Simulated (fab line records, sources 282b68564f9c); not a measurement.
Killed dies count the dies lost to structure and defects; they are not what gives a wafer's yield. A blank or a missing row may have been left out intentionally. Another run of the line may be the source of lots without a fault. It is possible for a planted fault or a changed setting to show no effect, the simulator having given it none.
What tool caused it? || flow rit_cmos || 33 wafers from 11 lots sampled at 2 of the route's 202 steps

## WHAT THE GAUGES READ, wafer by wafer
RIT_NRETRO_TW_MEAS_10.
{"lot": "L562", "measured": "day 2 08:56", "on": "film_metro-04", "NRETRO_TW": "1057 1061 1061"}
{"lot": "L563", "measured": "day 2 13:04", "on": "film_metro-02", "NRETRO_TW": "1032 1032 1033"}
{"lot": "L564", "measured": "day 2 18:08", "on": "film_metro-04", "NRETRO_TW": "1062 1065 1059"}
{"lot": "L565", "measured": "day 2 23:25", "on": "film_metro-01", "NRETRO_TW": "1039 1044 1043"}
{"lot": "L566", "measured": "day 3 06:11", "on": "film_metro-02", "NRETRO_TW": "1025 1027 1029"}
{"lot": "L567", "measured": "day 3 12:55", "on": "film_metro-02", "NRETRO_TW": "1030 1032 1032"}
{"lot": "L568", "measured": "day 3 16:06", "on": "film_metro-02", "NRETRO_TW": "1043 1030 1031"}
{"lot": "L569", "measured": "day 3 17:57", "on": "film_metro-01", "NRETRO_TW": "471 471 471"}
{"lot": "L570", "measured": "day 4 01:26", "on": "film_metro-02", "NRETRO_TW": "467 469 467"}
{"lot": "L571", "measured": "day 4 06:19", "on": "film_metro-04", "NRETRO_TW": "480 481 483"}
{"lot": "L572", "measured": "day 4 10:15", "on": "film_metro-01", "NRETRO_TW": "474 475 474"}

## WHAT TOOL EACH LOT RAN ON (gives the tool, then ch and the chambers of the sampled wafers, and finally the start)
{"lot": "L562", "RIT_NRETRO_IMPLANT_08": "implanter-04 ch 0, day 2 08:37"}
{"lot": "L563", "RIT_NRETRO_IMPLANT_08": "implanter-03 ch 0, day 2 12:45"}
{"lot": "L564", "RIT_NRETRO_IMPLANT_08": "implanter-02 ch 0, day 2 17:48"}
{"lot": "L565", "RIT_NRETRO_IMPLANT_08": "implanter-02 ch 0, day 2 23:05"}
{"lot": "L566", "RIT_NRETRO_IMPLANT_08": "implanter-04 ch 0, day 3 05:51"}
{"lot": "L567", "RIT_NRETRO_IMPLANT_08": "implanter-04 ch 0, day 3 12:35"}
{"lot": "L568", "RIT_NRETRO_IMPLANT_08": "implanter-02 ch 0, day 3 15:47"}
{"lot": "L569", "RIT_NRETRO_IMPLANT_08": "implanter-03 ch 0, day 3 17:40"}
{"lot": "L570", "RIT_NRETRO_IMPLANT_08": "implanter-02 ch 0, day 4 01:08"}
{"lot": "L571", "RIT_NRETRO_IMPLANT_08": "implanter-04 ch 0, day 4 05:59"}
{"lot": "L572", "RIT_NRETRO_IMPLANT_08": "implanter-03 ch 0, day 4 09:55"}
- RIT_NRETRO_IMPLANT_08

## WHAT THE TOOLS THEMSELVES READ (means of the sampled wafers that have a number; where no wafer has one, the mark that the record gives instead)
RIT_NRETRO_IMPLANT_08.
{"lot": "L562", "tool": "implanter-04", "beam_energy_keV": 70.021}
{"lot": "L563", "tool": "implanter-03", "beam_energy_keV": 69.996}
{"lot": "L564", "tool": "implanter-02", "beam_energy_keV": 69.987}
{"lot": "L565", "tool": "implanter-02", "beam_energy_keV": 70.025}
{"lot": "L566", "tool": "implanter-04", "beam_energy_keV": 70.021}
{"lot": "L567", "tool": "implanter-04", "beam_energy_keV": 70.018}
{"lot": "L568", "tool": "implanter-02", "beam_energy_keV": 69.979}
{"lot": "L569", "tool": "implanter-03", "beam_energy_keV": 70.011}
{"lot": "L570", "tool": "implanter-02", "beam_energy_keV": 70.024}
{"lot": "L571", "tool": "implanter-04", "beam_energy_keV": 70.004}
{"lot": "L572", "tool": "implanter-03", "beam_energy_keV": 69.972}

## THE ANSWER, worked out from the rows above alone
Rule: what is usual is taken from the lots themselves. Put in order of their means at a reading, lots are off if they are a third of the lots or fewer, leave a main group of 4 or more, and stand apart from it by a gap of 3 or more times the standard deviation of the main group's means; of several such gaps the widest counts. The tables above print the reading to a certain number of digits; a main group whose means all agree to those digits is not used. A lot without any number at a reading at which 4 lots or more have one is off too. Any other lot the step has rows for is counted as sound. Order of review: gauges by route order, followed by the tools' own readings, for which a lot's mean as printed above is used. At the first step where some lot is off, the reading lying furthest off is the one used; lots without a number count as furthest.
No lot is off on any of the readings shown, so nothing can be concluded from this.

## WHAT HAD BEEN PUT IN BY THE SIMULATOR
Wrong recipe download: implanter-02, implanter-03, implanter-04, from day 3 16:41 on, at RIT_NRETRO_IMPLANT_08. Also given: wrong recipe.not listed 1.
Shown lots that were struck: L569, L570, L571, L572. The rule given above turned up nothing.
